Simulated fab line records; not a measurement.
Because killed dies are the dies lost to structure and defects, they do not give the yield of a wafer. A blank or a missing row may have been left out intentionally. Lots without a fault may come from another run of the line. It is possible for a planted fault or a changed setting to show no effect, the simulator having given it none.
Which tool was responsible? :: flow berkeleyCmos170 :: 33 wafers from 11 lots sampled at 2 of the route's 331 steps

== WHAT THE GAUGES SHOWED, per wafer ==
UCB170_SDANNEAL_RS_MEAS_05: measurement is done with a four-point probe.
lot: L985
measured: day 7 15:54
on: filmMetro-02
NLDD_RS (ohm/sq): 614.7 616.4 616.7

lot: L988
measured: day 8 06:16
on: filmMetro-03
NLDD_RS (ohm/sq): 619.3 621.2 621.2

lot: L987
measured: day 8 07:01
on: filmMetro-01
NLDD_RS (ohm/sq): 619.1 617.1 618.5

lot: L986
measured: day 8 06:44
on: filmMetro-03
NLDD_RS (ohm/sq): 617.7 617.7 616.8

lot: L989
measured: day 8 20:16
on: filmMetro-03
NLDD_RS (ohm/sq): 617.5 617.6 617.4

lot: L990
measured: day 8 20:35
on: filmMetro-02
NLDD_RS (ohm/sq): 616.5 617.0 616.4

lot: L991
measured: day 9 07:52
on: filmMetro-03
NLDD_RS (ohm/sq): 620.4 619.4 618.3

lot: L998
measured: day 10 15:43
on: filmMetro-01
NLDD_RS (ohm/sq): 658.0 657.2 659.1

lot: L103
measured: day 11 20:31
on: filmMetro-02
NLDD_RS (ohm/sq): 652.2 652.8 652.8

lot: L108
measured: day 13 05:39
on: filmMetro-01
NLDD_RS (ohm/sq): 617.4 616.7 616.5

lot: L106
measured: day 13 05:47
on: filmMetro-03
NLDD_RS (ohm/sq): 616.2 616.3 617.3

== EACH LOT AND THE TOOL THAT RAN IT (in order: tool; ch and the chambers of the sampled wafers; start) ==
lot: L985
UCB170_NLDD_IMPLANT_08: implanter-04 ch 0, day 7 03:39

lot: L988
UCB170_NLDD_IMPLANT_08: implanter-01 ch 0, day 7 17:56

lot: L987
UCB170_NLDD_IMPLANT_08: implanter-04 ch 0, day 7 18:17

lot: L986
UCB170_NLDD_IMPLANT_08: implanter-01 ch 0, day 7 18:25

lot: L989
UCB170_NLDD_IMPLANT_08: implanter-01 ch 0, day 8 05:55

lot: L990
UCB170_NLDD_IMPLANT_08: implanter-04 ch 0, day 8 06:26

lot: L991
UCB170_NLDD_IMPLANT_08: implanter-04 ch 0, day 8 20:04

lot: L998
UCB170_NLDD_IMPLANT_08: implanter-01 ch 0, day 9 23:54

lot: L103
UCB170_NLDD_IMPLANT_08: implanter-01 ch 0, day 11 06:50

lot: L108
UCB170_NLDD_IMPLANT_08: implanter-02 ch 0, day 12 19:17

lot: L106
UCB170_NLDD_IMPLANT_08: implanter-04 ch 0, day 12 19:28
- UCB170_NLDD_IMPLANT_08

== THE ANSWER, worked out from the rows above alone ==
Rule: what is usual is taken from the lots themselves. The widest of any qualifying gaps counts: lots, ordered by their means at a reading, are off when they make up no more than a third of the lots, leave a main group of 4 or more, and stand apart from it by 3 or more times the standard deviation of that group's means. A main group is skipped when, at the precision printed for the reading in the tables above, its means are all equal. Also off: a lot with no number at a reading for which 4 or more lots have one. All remaining lots with rows at the step are treated as sound.
Off: at UCB170_SDANNEAL_RS_MEAS_05 (NLDD_RS), L998, L103. Mean 617.7 ohm/sq and standard deviation 1.4 in the main group.
If a tool, at a process step before that reading, ran all the lots that are off and no sound lot after the first of them, it fits. Those tools and the gauges at UCB170_SDANNEAL_RS_MEAS_05 are tried in the same way. One candidate fits, namely implanter-01 at UCB170_NLDD_IMPLANT_08. A fault onset in the window from L989 (day 8 05:55, its last sound lot) to L998 (day 9 23:54, its first lot off) fits.

== WHAT THE SIMULATOR HAD INSERTED ==
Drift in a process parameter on implanter-01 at UCB170_NLDD_IMPLANT_08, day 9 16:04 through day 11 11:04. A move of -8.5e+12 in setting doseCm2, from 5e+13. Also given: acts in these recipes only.
Shown lots that were struck: L998, L103. The same result came from the rule above.
